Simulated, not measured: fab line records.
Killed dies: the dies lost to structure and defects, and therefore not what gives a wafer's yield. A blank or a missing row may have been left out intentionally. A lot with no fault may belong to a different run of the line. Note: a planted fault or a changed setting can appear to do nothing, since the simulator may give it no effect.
Which tool was responsible? | flow ritCmos | 42 wafers from 14 lots sampled at 2 of the route's 202 steps

## WHAT THE GAUGES READ, wafer by wafer
RIT_PRETRO_TW_MEAS_10.
lot  | measured    | on           | PRETRO_TW
L140 | day 2 08:14 | filmMetro-02 | 477.1 478.7 476.6
L141 | day 2 13:18 | filmMetro-01 | 471.1 472.1 472.2
L142 | day 2 18:20 | filmMetro-02 | 477.9 479.6 476.6
L144 | day 3 03:23 | filmMetro-02 | 477.1 478.4 473.7
L145 | day 3 09:42 | filmMetro-02 | 475.4 477.1 479.7
L146 | day 3 13:45 | filmMetro-04 | 480.2 481.8 482.4
L152 | day 4 19:21 | filmMetro-04 | 457.3 458.7 460.4
L153 | day 5 00:10 | filmMetro-04 | 478.1 476.9 478.7
L156 | day 5 17:26 | filmMetro-01 | 458.7 458.3 456.6
L157 | day 5 21:00 | filmMetro-04 | 481.0 479.3 478.1
L158 | day 6 01:22 | filmMetro-01 | 473.6 473.1 473.6
L159 | day 6 07:56 | filmMetro-04 | 476.3 475.3 474.2
L162 | day 6 21:07 | filmMetro-01 | 475.8 472.1 473.5
L163 | day 7 02:20 | filmMetro-01 | 473.7 472.1 471.1

## WHAT TOOL EACH LOT RAN ON (gives the tool, then ch and the chambers of the sampled wafers, and finally the start)
lot  | RIT_PRETRO_IMPLANT_08
L140 | implanter-04 ch 0, day 2 07:56
L141 | implanter-03 ch 0, day 2 12:59
L142 | implanter-03 ch 0, day 2 18:01
L144 | implanter-01 ch 0, day 3 03:04
L145 | implanter-04 ch 0, day 3 09:22
L146 | implanter-04 ch 0, day 3 13:25
L152 | implanter-04 ch 0, day 4 19:01
L153 | implanter-01 ch 0, day 4 23:52
L156 | implanter-04 ch 0, day 5 17:09
L157 | implanter-01 ch 0, day 5 20:40
L158 | implanter-03 ch 0, day 6 01:02
L159 | implanter-01 ch 0, day 6 07:38
L162 | implanter-03 ch 0, day 6 20:47
L163 | implanter-03 ch 0, day 7 02:02
- RIT_PRETRO_IMPLANT_08

## WHAT THE TOOLS THEMSELVES READ (means of the sampled wafers that have a number; where no wafer has one, the mark that the record gives instead)
RIT_PRETRO_IMPLANT_08.
lot  | tool         | beamOnS (s) | doseIonsCm2 | faradayCurrentUA
L140 | implanter-04 | 9.99        | 1.1988e+13  | 38.1
L141 | implanter-03 | 10.18       | 1.1997e+13  | 37.6
L142 | implanter-03 | 10.10       | 1.1984e+13  | 37.7
L144 | implanter-01 | 9.88        | 1.1994e+13  | 38.6
L145 | implanter-04 | 10.08       | 1.1991e+13  | 37.8
L146 | implanter-04 | 10.21       | 1.1993e+13  | 37.3
L152 | implanter-04 | 10.08       | 1.0548e+13  | 33.3
L153 | implanter-01 | 10.14       | 1.1999e+13  | 37.6
L156 | implanter-04 | 10.01       | 1.0564e+13  | 33.4
L157 | implanter-01 | 10.02       | 1.2005e+13  | 38.0
L158 | implanter-03 | 10.31       | 1.1996e+13  | 36.9
L159 | implanter-01 | 10.15       | 1.2005e+13  | 37.5
L162 | implanter-03 | 10.02       | 1.2004e+13  | 38.0
L163 | implanter-03 | 10.00       | 1.2009e+13  | 38.1

## THE ANSWER, worked out from the rows above alone
Rule: the usual values come from the lots themselves. The widest of any qualifying gaps counts: lots, ordered by their means at a reading, are off when they make up no more than a third of the lots, leave a main group of 4 or more, and stand apart from it by 3 or more times the standard deviation of that group's means. The tables above print the reading to a certain number of digits; a main group whose means all agree to those digits is not used. A lot without any number at a reading at which 4 lots or more have one is off too. Where the step has rows for the other lots, those lots are counted as sound. After the gauges, taken in route order, come the tools' own readings; for these a lot's mean is taken, as printed above. The first step at which some lot is off is used, and at that step the reading that is off furthest; a lot without a number counts as furthest.
Off: L152, L156, seen at RIT_PRETRO_TW_MEAS_10 (PRETRO_TW). Main group: mean 476.2, sd 2.8.
If a tool, at a process step before that reading, ran all the lots that are off and no sound lot after the first of them, it fits. Not tried: the gauges at RIT_PRETRO_TW_MEAS_10; whatever is off there is also off at RIT_PRETRO_IMPLANT_08, on other tools, and gauge error can't account for it. One fits: RIT_PRETRO_IMPLANT_08 on implanter-04. Its last sound lot is L146 (day 3 13:25), its first lot that is off L152 (day 4 19:01): a fault that began between those two fits.
The tool's own readings at RIT_PRETRO_IMPLANT_08 bear it out: on the lots that are off they differ by more than 5 times the standard deviation of the sound lots' means. doseIonsCm2 reads 1.0556e+13 there against 1.1997e+13 on the sound lots; faradayCurrentUA reads 33.3 there against 37.8 on the sound lots.

## WHAT HAD BEEN PUT IN BY THE SIMULATOR
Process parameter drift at RIT_PRETRO_IMPLANT_08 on implanter-04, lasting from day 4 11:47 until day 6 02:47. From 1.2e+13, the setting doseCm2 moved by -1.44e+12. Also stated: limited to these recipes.
Struck lots among those shown: L152, L156. This agrees with what the rule above found.
